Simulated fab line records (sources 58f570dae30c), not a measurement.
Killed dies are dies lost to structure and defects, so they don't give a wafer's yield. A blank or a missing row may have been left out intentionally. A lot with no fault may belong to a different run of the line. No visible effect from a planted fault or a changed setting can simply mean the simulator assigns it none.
fab line records || flow berkeleyCmos170
record: {"lots": 13, "wafers": 39, "lastDay": 12}
route steps=331 shown SILICIDE@211
lots with no fault: from the same line, run without faults
startH: the number of hours between the record's first day and the start of the first shown wafer of the lot || waitH: hours elapsed since this lot's preceding step || " identical to the entry in the row above || L1.1+2: one row covering several wafers at once || - value missing, or start not given || * or withheld: withheld || < > ~ a bound
route shown NAME@n: a module of which the file shows steps, and the number in the route of the first || usual: mean and standard deviation over wafers with no fault || same: alike in all rows || chamber/n: place in a boat || sites: the reading at each site || _std_site: the values' standard deviation || _edge_site: outer sites' mean less inner sites' || radiusMm: how far each site lies from the wafer's centre || mask NAME#n: copy n || behind: the last tool/chamber to shape the wafer || hold: why the lot was held/for how many hours/how that ended || device: whichever transistor did not switch (one of n, p or np) || end of line: at the end of the route, the tests of the same wafers || for a step that has no rows: nothing shown but its recipe || killed: not the wafer's yield, but the dies lost to structure and defects at the first sort || map: the dies of a wafer, with x for killed, . for not killed, _ for no die there
set.NAME: the setting as run; set.NAME@STEP: as run at that earlier step || model.NAME: the simulator's own value behind a step, which no gauge read
route steps across a sampled set of lots; one table per step, one row per wafer
services: a tool's chamber out of use, with start hour (startH, from the record's first day; less than 0 if before it), hours out, and reason
== steps ==
step: UCB170_SILICIDE_SPUTTER_01
recipe: {"material": "Ti", "targetThkNm": 30, "timeS": 25, "powerW": 1500, "chamberPressurePa": 0.5}
usual: {"cathodeDcPowerW": "1500.0/0.27", "throttleValvePct": "30.0/1"}
{"lot.wafer": "L559.1", "tool": "pvdSputter-03", "chamber": "-", "startH": 146.63, "waitH": 0.0, "cathodeDcPowerW": 1499.9, "throttleValvePct": 30.5}
{"lot.wafer": "L559.3", "tool": "pvdSputter-03", "chamber": "-", "startH": 146.63, "waitH": 0.0, "cathodeDcPowerW": 1499.9, "throttleValvePct": 29.7}
{"lot.wafer": "L559.6", "tool": "pvdSputter-03", "chamber": "-", "startH": 146.63, "waitH": 0.0, "cathodeDcPowerW": 1500.2, "throttleValvePct": 30.7}
{"lot.wafer": "L560.4", "tool": "pvdSputter-02", "chamber": "-", "startH": 148.58, "waitH": 0.0, "cathodeDcPowerW": 1500.3, "throttleValvePct": 29.8}
{"lot.wafer": "L560.5", "tool": "pvdSputter-02", "chamber": "-", "startH": 148.58, "waitH": 0.0, "cathodeDcPowerW": 1499.9, "throttleValvePct": 29.8}
{"lot.wafer": "L560.6", "tool": "pvdSputter-02", "chamber": "-", "startH": 148.58, "waitH": 0.0, "cathodeDcPowerW": 1499.5, "throttleValvePct": 29.1}
{"lot.wafer": "L564.2", "tool": "pvdSputter-04", "chamber": "-", "startH": 156.44, "waitH": 0.0, "cathodeDcPowerW": 1499.6, "throttleValvePct": 29.1}
{"lot.wafer": "L564.3", "tool": "pvdSputter-04", "chamber": "-", "startH": 156.44, "waitH": 0.0, "cathodeDcPowerW": 1500.0, "throttleValvePct": 31.0}
{"lot.wafer": "L564.5", "tool": "pvdSputter-04", "chamber": "-", "startH": 156.44, "waitH": 0.0, "cathodeDcPowerW": 1499.8, "throttleValvePct": 30.5}
{"lot.wafer": "L563.2", "tool": "pvdSputter-02", "chamber": "-", "startH": 156.88, "waitH": 0.0, "cathodeDcPowerW": 1500.0, "throttleValvePct": 30.0}
{"lot.wafer": "L563.5", "tool": "pvdSputter-02", "chamber": "-", "startH": 156.88, "waitH": 0.0, "cathodeDcPowerW": 1499.7, "throttleValvePct": 29.1}
{"lot.wafer": "L563.6", "tool": "pvdSputter-02", "chamber": "-", "startH": 156.88, "waitH": 0.0, "cathodeDcPowerW": 1499.8, "throttleValvePct": 30.2}
{"lot.wafer": "L562.2", "tool": "pvdSputter-03", "chamber": "-", "startH": 157.10, "waitH": 0.0, "cathodeDcPowerW": 1500.2, "throttleValvePct": 30.6}
{"lot.wafer": "L562.4", "tool": "pvdSputter-03", "chamber": "-", "startH": 157.10, "waitH": 0.0, "cathodeDcPowerW": 1501.0, "throttleValvePct": 29.1}
{"lot.wafer": "L562.5", "tool": "pvdSputter-03", "chamber": "-", "startH": 157.10, "waitH": 0.0, "cathodeDcPowerW": 1499.8, "throttleValvePct": 30.6}
{"lot.wafer": "L565.1", "tool": "pvdSputter-03", "chamber": "-", "startH": 168.87, "waitH": 0.0, "cathodeDcPowerW": 1500.1, "throttleValvePct": 29.1}
{"lot.wafer": "L565.3", "tool": "pvdSputter-03", "chamber": "-", "startH": 168.87, "waitH": 0.0, "cathodeDcPowerW": 1499.9, "throttleValvePct": 30.0}
{"lot.wafer": "L565.6", "tool": "pvdSputter-03", "chamber": "-", "startH": 168.87, "waitH": 0.0, "cathodeDcPowerW": 1500.3, "throttleValvePct": 28.8}
{"lot.wafer": "L570.1", "tool": "pvdSputter-02", "chamber": "-", "startH": 189.02, "waitH": 0.0, "cathodeDcPowerW": 1332.1, "throttleValvePct": 30.5}
{"lot.wafer": "L570.5", "tool": "pvdSputter-02", "chamber": "-", "startH": 189.02, "waitH": 0.0, "cathodeDcPowerW": 1499.7, "throttleValvePct": 29.4}
{"lot.wafer": "L570.6", "tool": "pvdSputter-02", "chamber": "-", "startH": 189.02, "waitH": 0.0, "cathodeDcPowerW": 1500.2, "throttleValvePct": 30.1}
{"lot.wafer": "L573.3", "tool": "pvdSputter-04", "chamber": "-", "startH": 212.32, "waitH": 0.0, "cathodeDcPowerW": 1499.9, "throttleValvePct": 31.0}
{"lot.wafer": "L573.4", "tool": "pvdSputter-04", "chamber": "-", "startH": 212.32, "waitH": 0.0, "cathodeDcPowerW": 1500.1, "throttleValvePct": 28.9}
{"lot.wafer": "L573.6", "tool": "pvdSputter-04", "chamber": "-", "startH": 212.32, "waitH": 0.0, "cathodeDcPowerW": 1499.6, "throttleValvePct": 31.8}
{"lot.wafer": "L575.2", "tool": "pvdSputter-03", "chamber": "-", "startH": 219.96, "waitH": 0.0, "cathodeDcPowerW": 1499.7, "throttleValvePct": 29.7}
{"lot.wafer": "L575.3", "tool": "pvdSputter-03", "chamber": "-", "startH": 219.96, "waitH": 0.0, "cathodeDcPowerW": 1500.0, "throttleValvePct": 30.3}
{"lot.wafer": "L575.6", "tool": "pvdSputter-03", "chamber": "-", "startH": 219.96, "waitH": 0.0, "cathodeDcPowerW": 1500.2, "throttleValvePct": 30.6}
{"lot.wafer": "L576.2", "tool": "pvdSputter-04", "chamber": "-", "startH": 223.07, "waitH": 0.0, "cathodeDcPowerW": 1499.7, "throttleValvePct": 29.0}
{"lot.wafer": "L576.3", "tool": "pvdSputter-04", "chamber": "-", "startH": 223.07, "waitH": 0.0, "cathodeDcPowerW": 1499.9, "throttleValvePct": 30.7}
{"lot.wafer": "L576.6", "tool": "pvdSputter-04", "chamber": "-", "startH": 223.07, "waitH": 0.0, "cathodeDcPowerW": 1499.9, "throttleValvePct": 31.0}
{"lot.wafer": "L577.1", "tool": "pvdSputter-04", "chamber": "-", "startH": 228.49, "waitH": 0.0, "cathodeDcPowerW": 1500.3, "throttleValvePct": 30.9}
{"lot.wafer": "L577.5", "tool": "pvdSputter-04", "chamber": "-", "startH": 228.49, "waitH": 0.0, "cathodeDcPowerW": 1499.7, "throttleValvePct": 31.2}
{"lot.wafer": "L577.6", "tool": "pvdSputter-04", "chamber": "-", "startH": 228.49, "waitH": 0.0, "cathodeDcPowerW": 1500.2, "throttleValvePct": 29.3}
{"lot.wafer": "L579.2", "tool": "pvdSputter-03", "chamber": "-", "startH": 245.55, "waitH": 0.0, "cathodeDcPowerW": 1500.0, "throttleValvePct": 29.7}
{"lot.wafer": "L579.3", "tool": "pvdSputter-03", "chamber": "-", "startH": 245.55, "waitH": 0.0, "cathodeDcPowerW": 1499.9, "throttleValvePct": 30.6}
{"lot.wafer": "L579.6", "tool": "pvdSputter-03", "chamber": "-", "startH": 245.55, "waitH": 0.0, "cathodeDcPowerW": 1500.0, "throttleValvePct": 29.0}
{"lot.wafer": "L582.2", "tool": "pvdSputter-03", "chamber": "-", "startH": 250.68, "waitH": 0.0, "cathodeDcPowerW": 1500.0, "throttleValvePct": 29.0}
{"lot.wafer": "L582.3", "tool": "pvdSputter-03", "chamber": "-", "startH": 250.68, "waitH": 0.0, "cathodeDcPowerW": 1499.4, "throttleValvePct": 29.9}
{"lot.wafer": "L582.4", "tool": "pvdSputter-03", "chamber": "-", "startH": 250.68, "waitH": 0.0, "cathodeDcPowerW": 1500.1, "throttleValvePct": 31.0}
step: UCB170_SILICIDE_RS_MEAS_02
recipe: {"thkMeasGauge": "four-point-probe", "reads": "Ti_of_SILICIDE_SPUTTER_01"}
usual: {"SILICIDE_TI_RS": "26.1/0.35"}
{"lot.wafer": "L559.1", "tool": "filmMetro-03", "chamber": "-", "startH": 146.66, "waitH": 0.0, "SILICIDE_TI_RS[ohm/sq]": 25.6}
{"lot.wafer": "L559.3", "tool": "filmMetro-03", "chamber": "-", "startH": 146.66, "waitH": 0.0, "SILICIDE_TI_RS[ohm/sq]": 25.6}
{"lot.wafer": "L559.6", "tool": "filmMetro-03", "chamber": "-", "startH": 146.66, "waitH": 0.0, "SILICIDE_TI_RS[ohm/sq]": 25.9}
{"lot.wafer": "L560.4", "tool": "filmMetro-04", "chamber": "-", "startH": 148.67, "waitH": 0.1, "SILICIDE_TI_RS[ohm/sq]": 25.7}
{"lot.wafer": "L560.5", "tool": "filmMetro-04", "chamber": "-", "startH": 148.67, "waitH": 0.1, "SILICIDE_TI_RS[ohm/sq]": 25.5}
{"lot.wafer": "L560.6", "tool": "filmMetro-04", "chamber": "-", "startH": 148.67, "waitH": 0.1, "SILICIDE_TI_RS[ohm/sq]": 25.9}
{"lot.wafer": "L564.2", "tool": "filmMetro-03", "chamber": "-", "startH": 156.57, "waitH": 0.1, "SILICIDE_TI_RS[ohm/sq]": 26.9}
{"lot.wafer": "L564.3", "tool": "filmMetro-03", "chamber": "-", "startH": 156.57, "waitH": 0.1, "SILICIDE_TI_RS[ohm/sq]": 26.1}
{"lot.wafer": "L564.5", "tool": "filmMetro-03", "chamber": "-", "startH": 156.57, "waitH": 0.1, "SILICIDE_TI_RS[ohm/sq]": 26.1}
{"lot.wafer": "L563.2", "tool": "filmMetro-03", "chamber": "-", "startH": 156.93, "waitH": 0.0, "SILICIDE_TI_RS[ohm/sq]": 26.2}
{"lot.wafer": "L563.5", "tool": "filmMetro-03", "chamber": "-", "startH": 156.93, "waitH": 0.0, "SILICIDE_TI_RS[ohm/sq]": 26.2}
{"lot.wafer": "L563.6", "tool": "filmMetro-03", "chamber": "-", "startH": 156.93, "waitH": 0.0, "SILICIDE_TI_RS[ohm/sq]": 26.3}
{"lot.wafer": "L562.2", "tool": "filmMetro-02", "chamber": "-", "startH": 157.15, "waitH": 0.0, "SILICIDE_TI_RS[ohm/sq]": 25.6}
{"lot.wafer": "L562.4", "tool": "filmMetro-02", "chamber": "-", "startH": 157.15, "waitH": 0.0, "SILICIDE_TI_RS[ohm/sq]": 26.0}
{"lot.wafer": "L562.5", "tool": "filmMetro-02", "chamber": "-", "startH": 157.15, "waitH": 0.0, "SILICIDE_TI_RS[ohm/sq]": 25.5}
{"lot.wafer": "L565.1", "tool": "filmMetro-02", "chamber": "-", "startH": 168.91, "waitH": 0.0, "SILICIDE_TI_RS[ohm/sq]": 26.1}
{"lot.wafer": "L565.3", "tool": "filmMetro-02", "chamber": "-", "startH": 168.91, "waitH": 0.0, "SILICIDE_TI_RS[ohm/sq]": 26.4}
{"lot.wafer": "L565.6", "tool": "filmMetro-02", "chamber": "-", "startH": 168.91, "waitH": 0.0, "SILICIDE_TI_RS[ohm/sq]": 26.3}
{"lot.wafer": "L570.1", "tool": "filmMetro-03", "chamber": "-", "startH": 189.05, "waitH": 0.0, "SILICIDE_TI_RS[ohm/sq]": 29.5}
{"lot.wafer": "L570.5", "tool": "filmMetro-03", "chamber": "-", "startH": 189.05, "waitH": 0.0, "SILICIDE_TI_RS[ohm/sq]": 25.6}
{"lot.wafer": "L570.6", "tool": "filmMetro-03", "chamber": "-", "startH": 189.05, "waitH": 0.0, "SILICIDE_TI_RS[ohm/sq]": 25.4}
{"lot.wafer": "L573.3", "tool": "filmMetro-04", "chamber": "-", "startH": 212.39, "waitH": 0.1, "SILICIDE_TI_RS[ohm/sq]": 26.2}
{"lot.wafer": "L573.4", "tool": "filmMetro-04", "chamber": "-", "startH": 212.39, "waitH": 0.1, "SILICIDE_TI_RS[ohm/sq]": 26.7}
{"lot.wafer": "L573.6", "tool": "filmMetro-04", "chamber": "-", "startH": 212.39, "waitH": 0.1, "SILICIDE_TI_RS[ohm/sq]": 26.3}
{"lot.wafer": "L575.2", "tool": "filmMetro-02", "chamber": "-", "startH": 220.01, "waitH": 0.0, "SILICIDE_TI_RS[ohm/sq]": 26.2}
{"lot.wafer": "L575.3", "tool": "filmMetro-02", "chamber": "-", "startH": 220.01, "waitH": 0.0, "SILICIDE_TI_RS[ohm/sq]": 26.1}
{"lot.wafer": "L575.6", "tool": "filmMetro-02", "chamber": "-", "startH": 220.01, "waitH": 0.0, "SILICIDE_TI_RS[ohm/sq]": 26.1}
{"lot.wafer": "L576.2", "tool": "filmMetro-02", "chamber": "-", "startH": 223.12, "waitH": 0.0, "SILICIDE_TI_RS[ohm/sq]": 26.4}
{"lot.wafer": "L576.3", "tool": "filmMetro-02", "chamber": "-", "startH": 223.12, "waitH": 0.0, "SILICIDE_TI_RS[ohm/sq]": 26.2}
{"lot.wafer": "L576.6", "tool": "filmMetro-02", "chamber": "-", "startH": 223.12, "waitH": 0.0, "SILICIDE_TI_RS[ohm/sq]": 26.5}
{"lot.wafer": "L577.1", "tool": "filmMetro-02", "chamber": "-", "startH": 228.52, "waitH": 0.0, "SILICIDE_TI_RS[ohm/sq]": 26.3}
{"lot.wafer": "L577.5", "tool": "filmMetro-02", "chamber": "-", "startH": 228.52, "waitH": 0.0, "SILICIDE_TI_RS[ohm/sq]": 26.0}
{"lot.wafer": "L577.6", "tool": "filmMetro-02", "chamber": "-", "startH": 228.52, "waitH": 0.0, "SILICIDE_TI_RS[ohm/sq]": 26.1}
{"lot.wafer": "L579.2", "tool": "filmMetro-03", "chamber": "-", "startH": 245.60, "waitH": 0.0, "SILICIDE_TI_RS[ohm/sq]": 26.5}
{"lot.wafer": "L579.3", "tool": "filmMetro-03", "chamber": "-", "startH": 245.60, "waitH": 0.0, "SILICIDE_TI_RS[ohm/sq]": 26.1}
{"lot.wafer": "L579.6", "tool": "filmMetro-03", "chamber": "-", "startH": 245.60, "waitH": 0.0, "SILICIDE_TI_RS[ohm/sq]": 26.1}
{"lot.wafer": "L582.2", "tool": "filmMetro-04", "chamber": "-", "startH": 250.81, "waitH": 0.1, "SILICIDE_TI_RS[ohm/sq]": 25.7}
{"lot.wafer": "L582.3", "tool": "filmMetro-04", "chamber": "-", "startH": 250.81, "waitH": 0.1, "SILICIDE_TI_RS[ohm/sq]": 25.9}
{"lot.wafer": "L582.4", "tool": "filmMetro-04", "chamber": "-", "startH": 250.81, "waitH": 0.1, "SILICIDE_TI_RS[ohm/sq]": 25.7}
step: UCB170_SILICIDE_THK_MEAS_03
recipe: {"thkMeasGauge": "xrf", "reads": "Ti_of_SILICIDE_SPUTTER_01"}
usual: {"SILICIDE_TI_THK": "30.1/0.37"}
{"lot.wafer": "L559.1", "tool": "filmMetro-03", "chamber": "-", "startH": 146.78, "waitH": 0.1, "SILICIDE_TI_THK[nm]": 30.3}
{"lot.wafer": "L559.3", "tool": "filmMetro-03", "chamber": "-", "startH": 146.78, "waitH": 0.1, "SILICIDE_TI_THK[nm]": 30.5}
{"lot.wafer": "L559.6", "tool": "filmMetro-03", "chamber": "-", "startH": 146.78, "waitH": 0.1, "SILICIDE_TI_THK[nm]": 30.1}
{"lot.wafer": "L560.4", "tool": "filmMetro-04", "chamber": "-", "startH": 148.76, "waitH": 0.1, "SILICIDE_TI_THK[nm]": 30.3}
{"lot.wafer": "L560.5", "tool": "filmMetro-04", "chamber": "-", "startH": 148.76, "waitH": 0.1, "SILICIDE_TI_THK[nm]": 30.6}
{"lot.wafer": "L560.6", "tool": "filmMetro-04", "chamber": "-", "startH": 148.76, "waitH": 0.1, "SILICIDE_TI_THK[nm]": 30.2}
{"lot.wafer": "L564.2", "tool": "filmMetro-03", "chamber": "-", "startH": 156.68, "waitH": 0.1, "SILICIDE_TI_THK[nm]": 29.3}
{"lot.wafer": "L564.3", "tool": "filmMetro-03", "chamber": "-", "startH": 156.68, "waitH": 0.1, "SILICIDE_TI_THK[nm]": 30.0}
{"lot.wafer": "L564.5", "tool": "filmMetro-03", "chamber": "-", "startH": 156.68, "waitH": 0.1, "SILICIDE_TI_THK[nm]": 30.1}
{"lot.wafer": "L563.2", "tool": "filmMetro-03", "chamber": "-", "startH": 157.04, "waitH": 0.1, "SILICIDE_TI_THK[nm]": 29.9}
{"lot.wafer": "L563.5", "tool": "filmMetro-03", "chamber": "-", "startH": 157.04, "waitH": 0.1, "SILICIDE_TI_THK[nm]": 29.9}
{"lot.wafer": "L563.6", "tool": "filmMetro-03", "chamber": "-", "startH": 157.04, "waitH": 0.1, "SILICIDE_TI_THK[nm]": 29.9}
{"lot.wafer": "L562.2", "tool": "filmMetro-02", "chamber": "-", "startH": 157.26, "waitH": 0.1, "SILICIDE_TI_THK[nm]": 30.8}
{"lot.wafer": "L562.4", "tool": "filmMetro-02", "chamber": "-", "startH": 157.26, "waitH": 0.1, "SILICIDE_TI_THK[nm]": 30.2}
{"lot.wafer": "L562.5", "tool": "filmMetro-02", "chamber": "-", "startH": 157.26, "waitH": 0.1, "SILICIDE_TI_THK[nm]": 30.7}
{"lot.wafer": "L565.1", "tool": "filmMetro-02", "chamber": "-", "startH": 169.03, "waitH": 0.1, "SILICIDE_TI_THK[nm]": 30.3}
{"lot.wafer": "L565.3", "tool": "filmMetro-02", "chamber": "-", "startH": 169.03, "waitH": 0.1, "SILICIDE_TI_THK[nm]": 29.9}
{"lot.wafer": "L565.6", "tool": "filmMetro-02", "chamber": "-", "startH": 169.03, "waitH": 0.1, "SILICIDE_TI_THK[nm]": 30.0}
{"lot.wafer": "L570.1", "tool": "filmMetro-03", "chamber": "-", "startH": 189.17, "waitH": 0.1, "SILICIDE_TI_THK[nm]": 26.9}
{"lot.wafer": "L570.5", "tool": "filmMetro-03", "chamber": "-", "startH": 189.17, "waitH": 0.1, "SILICIDE_TI_THK[nm]": 30.3}
{"lot.wafer": "L570.6", "tool": "filmMetro-03", "chamber": "-", "startH": 189.17, "waitH": 0.1, "SILICIDE_TI_THK[nm]": 30.6}
{"lot.wafer": "L573.3", "tool": "filmMetro-04", "chamber": "-", "startH": 212.49, "waitH": 0.1, "SILICIDE_TI_THK[nm]": 30.2}
{"lot.wafer": "L573.4", "tool": "filmMetro-04", "chamber": "-", "startH": 212.49, "waitH": 0.1, "SILICIDE_TI_THK[nm]": 29.7}
{"lot.wafer": "L573.6", "tool": "filmMetro-04", "chamber": "-", "startH": 212.49, "waitH": 0.1, "SILICIDE_TI_THK[nm]": 30.0}
{"lot.wafer": "L575.2", "tool": "filmMetro-02", "chamber": "-", "startH": 220.12, "waitH": 0.1, "SILICIDE_TI_THK[nm]": 30.2}
{"lot.wafer": "L575.3", "tool": "filmMetro-02", "chamber": "-", "startH": 220.12, "waitH": 0.1, "SILICIDE_TI_THK[nm]": 30.1}
{"lot.wafer": "L575.6", "tool": "filmMetro-02", "chamber": "-", "startH": 220.12, "waitH": 0.1, "SILICIDE_TI_THK[nm]": 30.1}
{"lot.wafer": "L576.2", "tool": "filmMetro-02", "chamber": "-", "startH": 223.23, "waitH": 0.1, "SILICIDE_TI_THK[nm]": 29.8}
{"lot.wafer": "L576.3", "tool": "filmMetro-02", "chamber": "-", "startH": 223.23, "waitH": 0.1, "SILICIDE_TI_THK[nm]": 30.0}
{"lot.wafer": "L576.6", "tool": "filmMetro-02", "chamber": "-", "startH": 223.23, "waitH": 0.1, "SILICIDE_TI_THK[nm]": 29.8}
{"lot.wafer": "L577.1", "tool": "filmMetro-02", "chamber": "-", "startH": 228.64, "waitH": 0.1, "SILICIDE_TI_THK[nm]": 30.1}
{"lot.wafer": "L577.5", "tool": "filmMetro-02", "chamber": "-", "startH": 228.64, "waitH": 0.1, "SILICIDE_TI_THK[nm]": 30.3}
{"lot.wafer": "L577.6", "tool": "filmMetro-02", "chamber": "-", "startH": 228.64, "waitH": 0.1, "SILICIDE_TI_THK[nm]": 30.1}
{"lot.wafer": "L579.2", "tool": "filmMetro-03", "chamber": "-", "startH": 245.71, "waitH": 0.1, "SILICIDE_TI_THK[nm]": 29.5}
{"lot.wafer": "L579.3", "tool": "filmMetro-03", "chamber": "-", "startH": 245.71, "waitH": 0.1, "SILICIDE_TI_THK[nm]": 29.8}
{"lot.wafer": "L579.6", "tool": "filmMetro-03", "chamber": "-", "startH": 245.71, "waitH": 0.1, "SILICIDE_TI_THK[nm]": 29.9}
{"lot.wafer": "L582.2", "tool": "filmMetro-04", "chamber": "-", "startH": 250.92, "waitH": 0.1, "SILICIDE_TI_THK[nm]": 30.6}
{"lot.wafer": "L582.3", "tool": "filmMetro-04", "chamber": "-", "startH": 250.92, "waitH": 0.1, "SILICIDE_TI_THK[nm]": 30.4}
{"lot.wafer": "L582.4", "tool": "filmMetro-04", "chamber": "-", "startH": 250.92, "waitH": 0.1, "SILICIDE_TI_THK[nm]": 30.6}
== services ==
{"tool": "pvdSputter-04", "chamber": "-", "startH": 178.76, "hours": 4.6, "kind": "repair"}
{"tool": "pvdSputter-02", "chamber": 3, "startH": 204.91, "hours": "-", "kind": "consumableReplace:kit"}
{"tool": "pvdSputter-02", "chamber": 3, "startH": 204.91, "hours": 18.0, "kind": "scheduledDown"}
{"tool": "pvdSputter-02", "chamber": 3, "startH": 204.91, "hours": 18.0, "kind": "ventCycle"}
== key ==
firstSign: {"step": "UCB170_SILICIDE_SPUTTER_01", "reading": "cathodeDcPowerW", "direction": "down", "sigmas": "99+", "usual": 1500.0, "struck": 1332.1}
effect: {"step": "UCB170_SILICIDE_RS_MEAS_02", "reading": "SILICIDE_TI_RS", "direction": "up", "sigmas": 9.7, "usual": 26.1, "struck": 29.5}
effect: {"step": "UCB170_SILICIDE_THK_MEAS_03", "reading": "SILICIDE_TI_THK", "direction": "down", "sigmas": 8.5, "usual": 30.1, "struck": 26.9}
metAt UCB170_SILICIDE_SPUTTER_01
struckLots L570
struckWafers L570.1
testerLeftOut L570
fault: {"kind": "processParameterDrift", "tool": "pvdSputter-02", "chamber": "-", "onsetH": 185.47, "steps": "UCB170_SILICIDE_SPUTTER_01", "channel": "powerW", "offset": -168.18, "shape": "step", "endH": 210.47, "actsIn": "theseRecipesOnly", "stated": 1500, "scope": "struckWafersOnly"}
testerLeftOut: of these lots the tester's yield and bins aren't shown, on N5 and GAA mostly nor the transistor test; their killed dies are dies lost to structure and defects alone, not to doping, threshold or leakage, so they don't give the yield
